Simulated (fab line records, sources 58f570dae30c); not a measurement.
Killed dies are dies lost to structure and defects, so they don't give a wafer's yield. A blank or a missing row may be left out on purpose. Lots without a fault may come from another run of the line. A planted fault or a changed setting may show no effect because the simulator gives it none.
A struck lot beside a sound one | flow berkeley_cmos170 | 14 steps out of a route of 331
Sound: wafers L617.2, L617.3, L617.5. Struck: wafers L624.2, L624.3, L624.6. The cause comes at the end.
At each step with rows: each side's tool, then ch and its chambers, then its first start. Under that, the readings that differ: sound wafers | struck wafers | difference of the means | sigmas: that difference in standard deviations of wafers without a fault.
alike: readings whose means differ by less than 2 such deviations, and words and numbers that are the same on both sides. not compared: withheld readings, readings that some wafer has no value for, bounds like >300 that may hide the same value, and numbers for which the record gives no deviation and whose values overlap.
The two part at a step that has a row with sigmas, a row that says differs or no value, or rows on one side only. Numbers that don't overlap but have no deviation are shown without sigmas and don't part them. A reading that every wafer of one side lacks parts them only if that side has two wafers or more.

first, 2 steps without rows for these wafers: UCB170_NLDD_IMPLANT_08; UCB170_NLDD_IMPLANT_09.
UCB170_NLDD_STRIP_10: strips in O2.
  sound on plasma_asher-02 ch 1, day 8 08:43; struck on plasma_asher-04 ch 0,1, day 9 07:05
  alike: drypump_motor_current_A, oes_product_au, strip_time_to_endpoint_s
  not compared: rf_hours_counter_h
UCB170_NLDD_TW_MEAS_11:
  sound on film_metro-03, day 8 08:50; struck on film_metro-04, day 9 07:11
  alike: NLDD_TW
then, 1 step without rows for these wafers: UCB170_NLDD_CLEAN_12 (cleans in SPM, time 600 s).
UCB170_SPACER_CVD_00: deposits SiO2 from TEOS/O2, target thk 376 nm, time 47 s.
  sound on pecvd-01 ch 0,1, day 8 09:13; struck on pecvd-02 ch 0,1,2, day 9 07:26
  alike: heater_power_w
UCB170_SPACER_THK_MEAS_01:
  sound on film_metro-03, day 8 09:16; struck on film_metro-03, day 9 07:29
  alike: SPACER_TEOS_THK
then, 1 step without rows for these wafers: UCB170_SPACER_ANNEAL_02 (time 1800 s).
UCB170_SPACER_ETCHBACK_03: etches SiO2 in CHF3/CF4/Ar, stops on Si, target depth 376 nm, time 100 s.
  sound on rie_diel-03 ch 0,2, day 8 11:07; struck on rie_diel-03 ch 0,2, day 9 10:08
  alike: cf4_flow_sccm, drypump_motor_current_A, oes_product_au, throttle_valve_pct
  not compared: rf_hours_counter_h
then, 3 steps without rows for these wafers: UCB170_PSD_HMDS_00 (prime time 60 s); UCB170_PSD_COAT_01 (resist thk 900 nm); UCB170_PSD_SOFTBAKE_02 (time 60 s).
UCB170_PSD_EXPOSE_03: exposes mask PSELECT MOD, target cd 1200 nm.
  sound on krf_scanner-01 ch 0, day 8 12:01; struck on krf_scanner-02, day 9 10:55
  no value came back on the struck wafers for exposure_dose_mJ_cm2, focus_offset_nm (nm), na; on the sound wafers exposure_dose_mJ_cm2 reads 29.95 29.96 29.98
  alike: mask
then, 1 step without rows for these wafers: UCB170_PSD_PEB_04.

WHERE THEY PART
Only at UCB170_PSD_EXPOSE_03, within this record.

WHY: what the simulator had put in
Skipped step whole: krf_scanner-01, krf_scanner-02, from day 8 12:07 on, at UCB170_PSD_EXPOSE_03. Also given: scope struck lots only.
